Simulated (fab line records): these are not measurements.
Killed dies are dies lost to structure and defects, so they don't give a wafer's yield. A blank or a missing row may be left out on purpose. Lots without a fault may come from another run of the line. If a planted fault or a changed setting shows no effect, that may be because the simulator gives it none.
Matching of chambers    flow berkeley_cmos170    UCB170_ACTIVE_ETCH_15 on rie_diel-03 has 4 sister chambers
The step etches Si3N4 in CH3F/Ar/O2, stops on SiO2, target depth 242 nm, time 151 s. 4 wafers are shown with their chamber, then 7 later ones without.

## EACH WAFER AND ITS CHAMBER
wafer   chamber  throttle_valve_pct (%)
L840.5  1        8.11
L840.6  0        7.91
L842.1  2        8.19
L842.3  3        8.07

## WAFERS WHOSE CHAMBER IS MISSING
wafer   throttle_valve_pct (%)
L842.6  8.11
L843.2  8.20
L843.4  8.09
L843.6  8.20
L852.2  8.20
L852.3  7.92
L852.5  8.18

## THE CHAMBER EACH PASSED THROUGH
wafer   from the rows above      in truth
L842.6  1                        1
L843.2  2                        2
L843.4  can't be placed: 1 or 3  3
L843.6  2                        2
L852.2  2                        2
L852.3  0                        0
L852.5  2                        2
Correct placement for 6 of the 7. Unplaceable from these rows: 1, with the true chamber sitting among the candidates in 1. Wrongly placed: 0.
How it was worked out, from the rows above alone: a wafer's distance from a chamber is the root of the sum, over the readings, of the square of ((its reading less the chamber's mean) divided by the reading's scatter). If the next closest chamber is less than 2 further off than the closest, the wafer can't be placed; otherwise it belongs to the closest. For every chamber, the mean is computed from those of its wafers that are shown. The scatter: root of mean squared gap, hidden wafer to nearest shown wafer, with one shown wafer a chamber.
